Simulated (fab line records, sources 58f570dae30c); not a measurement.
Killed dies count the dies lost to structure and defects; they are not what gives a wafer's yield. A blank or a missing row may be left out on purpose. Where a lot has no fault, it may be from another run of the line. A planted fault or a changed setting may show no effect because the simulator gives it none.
The tool behind it: which one? :: flow berkeley cmos170 :: 21 wafers sampled from 7 lots at 1 step of a route of 331

WHAT THE GAUGES SHOWED, per wafer
UCB170_V1_CD_MEAS_12: target cd 700 nm.
lot: L858
measured: day 8 17:22
on: cd sem-02
cd nm (nm): 699.2 699.5 699.6

lot: L864
measured: day 9 18:32
on: cd sem-01
cd nm (nm): 699.4 700.6 698.3

lot: L863
measured: day 9 20:55
on: cd sem-02
cd nm (nm): 700.0 699.7 699.4

lot: L861
measured: day 9 21:23
on: cd sem-01
cd nm (nm): 699.3 699.7 698.5

lot: L868
measured: day 10 11:19
on: cd sem-02
cd nm (nm): 700.0 700.5 700.2

lot: L872
measured: day 11 00:17
on: cd sem-02
cd nm (nm): 700.5 702.4 702.0

lot: L879
measured: day 12 12:44
on: cd sem-01
cd nm (nm): 700.8 699.9 701.2

EACH LOT AND THE TOOL THAT RAN IT (in order: tool; ch and the chambers of the sampled wafers; start)
Record: no process step prior to these readings.

THE ANSWER, worked out from the rows above alone
Rule: usual is defined by the lots themselves. Put in order of their means at a reading, lots are off if they are a third of the lots or fewer, leave a main group of 4 or more, and stand apart from it by a gap of 3 or more times the standard deviation of the main group's means; of several such gaps the widest counts. The tables above print the reading to a certain number of digits; a main group whose means all agree to those digits is not used. Also off: a lot with no number at a reading for which 4 or more lots have one. All remaining lots with rows at the step are treated as sound.
No lot is off on any of the readings shown, so nothing can be concluded from this.

WHAT WAS PUT IN BY THE SIMULATOR
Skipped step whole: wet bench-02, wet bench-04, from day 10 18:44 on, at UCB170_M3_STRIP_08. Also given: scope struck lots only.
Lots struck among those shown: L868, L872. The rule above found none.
